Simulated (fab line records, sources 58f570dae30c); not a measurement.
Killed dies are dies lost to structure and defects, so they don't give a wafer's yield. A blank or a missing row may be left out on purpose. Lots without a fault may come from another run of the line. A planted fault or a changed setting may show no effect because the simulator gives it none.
Chamber matching | flow berkeley_cmos170 | UCB170_SPACER_ETCHBACK_03 on rie_diel-01: 4 sister chambers
The step etches SiO2 in CHF3/CF4/Ar, stops on Si, target depth 376 nm, time 100 s. 8 wafers are shown with their chamber, then 7 later ones without.

WAFERS WITH THEIR CHAMBER
wafer  | chamber | throttle_valve_pct (%) | drypump_motor_current_A (A)
L362.4 | 3       | 6.70                   | 6.1
L363.5 | 2       | 6.27                   | 5.8
L365.6 | 0       | 6.61                   | 5.2
L367.1 | 3       | 6.69                   | 6.1
L367.2 | 1       | 6.38                   | 5.5
L367.4 | 1       | 6.39                   | 5.5
L375.1 | 2       | 6.25                   | 5.9
L375.4 | 0       | 6.61                   | 5.2

WAFERS WITHOUT THEIR CHAMBER
wafer  | throttle_valve_pct (%) | drypump_motor_current_A (A)
L375.5 | 6.27                   | 5.9
L383.1 | 6.71                   | 6.1
L383.4 | 6.62                   | 5.2
L383.6 | 6.67                   | 6.1
L380.2 | 6.62                   | 5.2
L380.3 | 6.40                   | 5.5
L380.6 | 6.62                   | 5.2

WHICH CHAMBER EACH WENT THROUGH
wafer  | from the rows above | in truth
L375.5 | 2                   | 2
L383.1 | 3                   | 3
L383.4 | 0                   | 0
L383.6 | 3                   | 3
L380.2 | 0                   | 0
L380.3 | 1                   | 1
L380.6 | 0                   | 0
Placed correctly: 7 of 7. Can't be placed from these rows: 0. Placed wrongly: 0.
How it was worked out, from the rows above alone: a wafer's distance from a chamber is the root of the sum, over the readings, of the square of ((its reading less the chamber's mean) divided by the reading's scatter). The wafer belongs to the nearest chamber; if the next one is less than 2 further off, it can't be placed. A chamber's mean is the mean of its shown wafers. The scatter: the root of (the sum of the squares of (reading less its chamber's mean) over the shown wafers, divided by (wafers less chambers)).
